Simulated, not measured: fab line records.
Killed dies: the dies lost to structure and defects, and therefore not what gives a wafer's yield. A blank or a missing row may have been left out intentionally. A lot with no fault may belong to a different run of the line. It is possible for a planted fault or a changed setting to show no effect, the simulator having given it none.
Comparing a struck lot with a sound one    flow rit-cmos    18 steps out of a route of 202
Sound: wafers L952.4, L952.5, L952.6. Wafers L962.2, L962.3, L962.4 were the ones struck. The cause is given at the end.
Per side, at each step with rows, come the tool, then ch with its chambers, and then its first start. Under that, the readings that differ: sound wafers    struck wafers    difference of the means    sigmas: that difference in standard deviations of wafers without a fault.
alike: readings whose means differ by less than 2 such deviations, and words and numbers that are the same on both sides. not compared: withheld readings, readings that some wafer has no value for, bounds like >300 that may hide the same value, and numbers for which the record gives no deviation and whose values overlap.
Wherever a step has rows on one side only, a row that says differs or no value, or a row with sigmas, the two part there. When numbers do not overlap yet have no deviation, they are printed without sigmas and do not part them. A reading that every wafer of one side lacks parts them only if that side has two wafers or more.

first, 3 steps without rows for these wafers: RIT_GATE_CLEAN_02 (cleans in dHF, time 30 s); RIT_GATE_CLEAN_03 (cleans in SC2, time 600 s); RIT_GATE_CLEAN_04 (cleans in dHF, time 60 s).
RIT_FOX2_THK_MEAS_91:
  sound on film-metro-01, day 3 06:53; struck on film-metro-01, day 5 09:37
  alike: FIELD_OXIDE_LEFT_2_THK
then, 2 steps without rows for these wafers: RIT_GATE_OXIDATION_05 (target thk 3 nm, ox time 270 s); RIT_GATE_ANNEAL_06 (time 600 s).
RIT_GATE_THK_MEAS_07:
  sound on film-metro-04, day 3 08:16; struck on film-metro-01, day 5 13:16
  alike: GATE_OXIDE_THK
then, 1 step without rows for these wafers: RIT_GATE_CVD_08 (deposits poly-Si from SiH4, target thk 250 nm, time 2220 s).
RIT_GATE_THK_MEAS_09:
  sound on film-metro-01, day 3 10:49; struck on film-metro-01, day 5 14:56
  alike: GATE_POLY_THK
then, 3 steps without rows for these wafers: RIT_GATE_HMDS_10 (prime time 60 s); RIT_GATE_COAT_11 (resist thk 833.8 nm); RIT_GATE_SOFTBAKE_12 (time 60 s).
RIT_GATE_EXPOSE_13: exposes mask M6, target cd 150 nm.
  sound on iline-stepper-02 ch 0, day 3 11:28; struck on iline-stepper-02 ch 0, day 5 15:35
reading                       sound              struck             difference  sigmas
model.GATE.overlay-x-nm (nm)  1.492 1.492 1.492  240.2 240.2 240.2  +238.7      
  alike: mask
then, 2 steps without rows for these wafers: RIT_GATE_PEB_14; RIT_GATE_DEVELOP_15 (develop time 50 s).
RIT_GATE_CD_MEAS_16: the cd target is 150 nm.
  sound on cd-sem-02, day 3 12:04; struck on cd-sem-01, day 5 15:59
  alike: cd-nm
RIT_GATE_OVL_MEAS_17:
  sound on overlay-02, day 3 12:08; struck on overlay-02, day 5 16:18
reading        sound        struck             difference  sigmas
GATE_OVL (nm)  1.3 1.3 1.3  242.0 241.3 240.6  +240.0      +99 or more
  not compared: hold
RIT_M1_PROBE_99:
  sound wafers here have rows in the record (prober-02, day 4 14:19); struck ones have none

WHERE THEY PART
Earliest at RIT_GATE_OVL_MEAS_17; latest, in this record, at RIT_M1_PROBE_99.

WHY: what the simulator had put in
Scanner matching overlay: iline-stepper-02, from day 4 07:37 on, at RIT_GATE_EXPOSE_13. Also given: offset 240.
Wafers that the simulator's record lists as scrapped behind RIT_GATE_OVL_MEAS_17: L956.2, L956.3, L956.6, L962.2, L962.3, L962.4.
